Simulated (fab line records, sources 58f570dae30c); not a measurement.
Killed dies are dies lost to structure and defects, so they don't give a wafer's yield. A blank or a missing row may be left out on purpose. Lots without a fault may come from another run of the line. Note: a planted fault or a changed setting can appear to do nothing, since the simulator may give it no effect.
Which tool is to blame? :: flow berkeleyCmos170 :: 45 wafers from 15 lots sampled at 2 of the route's 331 steps

## WHAT EACH GAUGE READ, for each wafer
UCB170_PWELL_THK_MEAS_06. Usual: PWELL_NITRIDE_THK gives 221.1 nm (standard deviation 1.7).
lot: L442
measured: day 3 02:26
on: filmMetro-01
PWELL_NITRIDE_THK (nm): 221.4 220.3 221.0
flag: 

lot: L443
measured: day 3 09:52
on: filmMetro-03
PWELL_NITRIDE_THK (nm): 220.4 220.7 220.0
flag: 

lot: L444
measured: day 3 16:03
on: filmMetro-03
PWELL_NITRIDE_THK (nm): 220.1 219.4 220.3
flag: 

lot: L445
measured: day 3 23:43
on: filmMetro-02
PWELL_NITRIDE_THK (nm): 207.3 207.7 209.1
flag: OFF

lot: L446
measured: day 3 23:41
on: filmMetro-03
PWELL_NITRIDE_THK (nm): 205.2 206.9 206.7
flag: OFF

lot: L447
measured: day 4 05:44
on: filmMetro-02
PWELL_NITRIDE_THK (nm): 208.9 207.2 207.7
flag: OFF

lot: L450
measured: day 5 01:23
on: filmMetro-02
PWELL_NITRIDE_THK (nm): 219.6 223.0 221.3
flag: 

lot: L452
measured: day 5 10:20
on: filmMetro-03
PWELL_NITRIDE_THK (nm): 220.9 221.2 220.7
flag: 

lot: L455
measured: day 6 14:28
on: filmMetro-02
PWELL_NITRIDE_THK (nm): 217.6 220.5 220.7
flag: 

lot: L457
measured: day 6 14:28
on: filmMetro-03
PWELL_NITRIDE_THK (nm): 221.2 221.2 217.8
flag: 

lot: L458
measured: day 6 14:25
on: filmMetro-01
PWELL_NITRIDE_THK (nm): 223.7 223.3 223.1
flag: 

lot: L461
measured: day 7 07:34
on: filmMetro-02
PWELL_NITRIDE_THK (nm): 220.7 220.9 220.9
flag: 

lot: L463
measured: day 7 17:59
on: filmMetro-01
PWELL_NITRIDE_THK (nm): 221.4 221.7 221.9
flag: 

lot: L464
measured: day 7 17:59
on: filmMetro-02
PWELL_NITRIDE_THK (nm): 224.2 221.7 222.1
flag: 

lot: L465
measured: day 8 07:44
on: filmMetro-03
PWELL_NITRIDE_THK (nm): 217.9 219.5 216.6
flag: 

## EACH LOT AND THE TOOL THAT RAN IT (in order: tool; ch and the chambers of the sampled wafers; start)
lot: L442
UCB170_PWELL_CVD_05: lpcvd-02 ch 1, day 3 00:31

lot: L443
UCB170_PWELL_CVD_05: lpcvd-01 ch 1, day 3 07:55

lot: L444
UCB170_PWELL_CVD_05: lpcvd-01 ch 1, day 3 14:08

lot: L445
UCB170_PWELL_CVD_05: lpcvd-01 ch 1, day 3 20:49

lot: L446
UCB170_PWELL_CVD_05: lpcvd-01 ch 0, day 3 20:49

lot: L447
UCB170_PWELL_CVD_05: lpcvd-01 ch 1, day 4 03:49

lot: L450
UCB170_PWELL_CVD_05: lpcvd-02 ch 1, day 4 23:27

lot: L452
UCB170_PWELL_CVD_05: lpcvd-02 ch 0, day 5 07:28

lot: L455
UCB170_PWELL_CVD_05: lpcvd-02 ch 0, day 6 12:30

lot: L457
UCB170_PWELL_CVD_05: lpcvd-02 ch 1, day 6 12:30

lot: L458
UCB170_PWELL_CVD_05: lpcvd-02 ch 0, day 6 12:30

lot: L461
UCB170_PWELL_CVD_05: lpcvd-02 ch 1, day 7 05:38

lot: L463
UCB170_PWELL_CVD_05: lpcvd-02 ch 0, day 7 15:07

lot: L464
UCB170_PWELL_CVD_05: lpcvd-02 ch 1, day 7 15:07

lot: L465
UCB170_PWELL_CVD_05: lpcvd-02 ch 0, day 8 05:49
- UCB170_PWELL_CVD_05: deposits Si3N4 from SiH2Cl2/NH3, target thk 220 nm, time 3300 s.

## AS READ BY THE TOOLS THEMSELVES (means over the sampled wafers that have a number; for cases with no such wafer, the mark the record gives instead)
UCB170_PWELL_CVD_05. Usual: pressureMtorr 200.0 mTorr, standard deviation 0.38; zonePowerSourcePct 20.8 %, standard deviation 1.9.
lot: L442
tool: lpcvd-02
pressureMtorr (mTorr): 200.0
zonePowerSourcePct (%): 23.2
flag: 

lot: L443
tool: lpcvd-01
pressureMtorr (mTorr): 200.2
zonePowerSourcePct (%): 17.6
flag: 

lot: L444
tool: lpcvd-01
pressureMtorr (mTorr): 199.5
zonePowerSourcePct (%): 17.4
flag: 

lot: L445
tool: lpcvd-01
pressureMtorr (mTorr): 160.1
zonePowerSourcePct (%): 17.5
flag: OFF

lot: L446
tool: lpcvd-01
pressureMtorr (mTorr): 159.4
zonePowerSourcePct (%): 20.9
flag: OFF

lot: L447
tool: lpcvd-01
pressureMtorr (mTorr): 160.4
zonePowerSourcePct (%): 17.4
flag: OFF

lot: L450
tool: lpcvd-02
pressureMtorr (mTorr): 199.6
zonePowerSourcePct (%): 23.2
flag: 

lot: L452
tool: lpcvd-02
pressureMtorr (mTorr): 199.8
zonePowerSourcePct (%): 21.2
flag: 

lot: L455
tool: lpcvd-02
pressureMtorr (mTorr): 199.8
zonePowerSourcePct (%): 21.1
flag: 

lot: L457
tool: lpcvd-02
pressureMtorr (mTorr): 199.9
zonePowerSourcePct (%): 23.1
flag: 

lot: L458
tool: lpcvd-02
pressureMtorr (mTorr): 199.9
zonePowerSourcePct (%): 21.2
flag: 

lot: L461
tool: lpcvd-02
pressureMtorr (mTorr): 200.1
zonePowerSourcePct (%): 23.2
flag: 

lot: L463
tool: lpcvd-02
pressureMtorr (mTorr): 200.1
zonePowerSourcePct (%): 21.2
flag: 

lot: L464
tool: lpcvd-02
pressureMtorr (mTorr): 200.0
zonePowerSourcePct (%): 23.2
flag: 

lot: L465
tool: lpcvd-02
pressureMtorr (mTorr): 200.2
zonePowerSourcePct (%): 21.0
flag: 

## THE ANSWER, worked out from the rows above alone
Rule: a lot is off if the mean of its wafers that have a number lies more than 3 standard deviations from the usual mean. A lot without any number at a reading at which 4 lots or more have one is off too. The other lots that the step has rows for count as sound. First the gauges in route order, then the tools' own readings, where a lot's mean is used as printed above. The first step at which some lot is off is used, and at that step the reading that is off furthest; a lot without a number counts as furthest.
Off: L445, L446, L447, at UCB170_PWELL_THK_MEAS_06 (PWELL_NITRIDE_THK).
A tool fits if, at a process step before that reading, it ran every lot that is off, and no sound lot after the first of them. Not tried: the gauges at UCB170_PWELL_THK_MEAS_06; whatever is off there is also off at UCB170_PWELL_CVD_05, on other tools, and gauge error can't account for it. One fits: lpcvd-01 at UCB170_PWELL_CVD_05. Its last sound lot is L444 (day 3 14:08), its first lot that is off L445 (day 3 20:49): a fault that began between those two fits.
On the lots that are off, the tool's own readings at UCB170_PWELL_CVD_05 differ by more than 5 times the standard deviation of the sound lots' means, which bears it out; pressureMtorr reads 160.0 mTorr there versus 199.9 mTorr on the sound lots.

## WHAT WAS PUT IN BY THE SIMULATOR
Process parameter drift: lpcvd-01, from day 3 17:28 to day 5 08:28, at UCB170_PWELL_CVD_05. Setting pressureMtorr, moved by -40, from 200. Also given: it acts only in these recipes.
Shown lots that were struck: L446, L445, L447. The same result came from the rule above.
